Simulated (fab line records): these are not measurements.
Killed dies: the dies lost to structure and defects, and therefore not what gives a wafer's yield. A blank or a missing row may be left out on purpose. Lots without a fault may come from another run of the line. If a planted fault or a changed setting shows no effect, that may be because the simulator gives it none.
Problem report, 8D (eight disciplines) form, completed by code || flow rit-cmos || the parts of the form that need people (team, actions taken, sign-off) are left out

1. PROBLEM STATEMENT
Across 6 wafers from 2 lots, GATE_POLY_THK at RIT_GATE_THK_MEAS_09 averages 336.3 nm, while fault-free wafers read 250.9 nm with a standard deviation of 2.2. Measured from the usual mean, that is +39 standard deviations.
Seen first at day 5 13:20 on film-metro-03, wafer L913.3. Wafers with a number at this step in the record: 42, from 14 lots. By rule, "out" or "out of limits" means more than 4 standard deviations away from the usual mean. The rest of the wafers with a number are treated as sound.

2. WHAT IT IS, AND WHAT IT ISN'T
{"question": "which readings at this step", "is": "GATE_POLY_THK", "is not": "-"}
{"question": "which lots", "is": "L913, L914", "is not": "L901, L902, L903, L904, L905, L906, L907, L908, L910, L912, L915, L921"}
{"question": "which wafers of those lots", "is": "all that have a number", "is not": "-"}
{"question": "read on which gauges", "is": "film-metro-03, film-metro-04", "is not": "film-metro-01"}
{"question": "when", "is": "from day 5 13:20", "is not": "up to then (30 sound wafers); but 6 sound wafers of L915, L921 came after"}

3. WHAT RULES OUT EACH SUSPECT
Counting: any tool at a process step up to the reading is kept as a suspect provided that every lot that is out went through it and no sound lot did after the first of them.
- the gauge at RIT_GATE_THK_MEAS_09 has been ruled out. The wafers that are out were read on 2 gauges (film-metro-03, film-metro-04).
- lpcvd-01 at RIT_GATE_CVD_08 (deposits poly-Si from SiH4, target thk 250 nm, time 2220 s): kept. Every lot that is out went through it, starting with L913 (day 5 11:42), and after that it ran no sound lot; the last sound lot it ran before then is L912 (day 5 05:46).
Remaining after the count: lpcvd-01 at RIT_GATE_CVD_08.

4. THE CAUSE (what the simulator had put in)
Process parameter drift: lpcvd-01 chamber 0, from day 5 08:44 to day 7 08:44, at RIT_GATE_CVD_08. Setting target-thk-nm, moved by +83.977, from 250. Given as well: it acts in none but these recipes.
This tool alone remained once counting was done.

5. SEQUENCE OF EFFECTS, ordered by route
One row per reading whose mean, taken over the struck wafers that have a number, lies over 3 standard deviations from the usual. Scope: only readings with a usual standard deviation given in the record; hours: median across lots of the time from each lot's start at the first step in this table that gives one to its start at this step; sigmas: change in usual standard deviations.
{"hours": 0, "step": "RIT_GATE_THK_MEAS_09", "reading": "GATE_POLY_THK", "usual": "250.9 nm", "on struck wafers": 336.3, "change": "+85.4", "sigmas": "+39"}
{"hours": 1, "step": "RIT_GATE_ETCH_19", "reading": "oes-product-au", "usual": "0.848 a.u.", "on struck wafers": 0.990, "change": "+0.142", "sigmas": "+14"}
{"hours": 22, "step": "RIT_M1_PROBE_99", "reading": "killed-at-front-end", "usual": 7, "on struck wafers": 262, "change": "+255", "sigmas": "+82"}
{"hours": 22, "step": "RIT_M1_PROBE_99", "reading": "killed-dies", "usual": 7, "on struck wafers": 262, "change": "+256", "sigmas": "+82"}
{"hours": 22, "step": "RIT_M1_PROBE_99", "reading": "killed-on-rim", "usual": 1.8, "on struck wafers": 69.8, "change": "+68.0", "sigmas": "+45"}
Its process steps:
- RIT_GATE_ETCH_19: etches poly-Si in SF6/CHF3/O2, stops on SiO2, time 165 s, target depth 312.5 nm.
- RIT_M1_PROBE_99

6. WHAT WOULD HAVE CAUGHT IT SOONER
The first out-of-limits reading at a measuring or inspecting step in this record came at day 5 13:20, 5 hours after the fault's start at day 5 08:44.
Of the lots that are out (2), L914 began RIT_GATE_CVD_08 on lpcvd-01 after day 5 13:20. A hold on the tool at that time would have spared it.
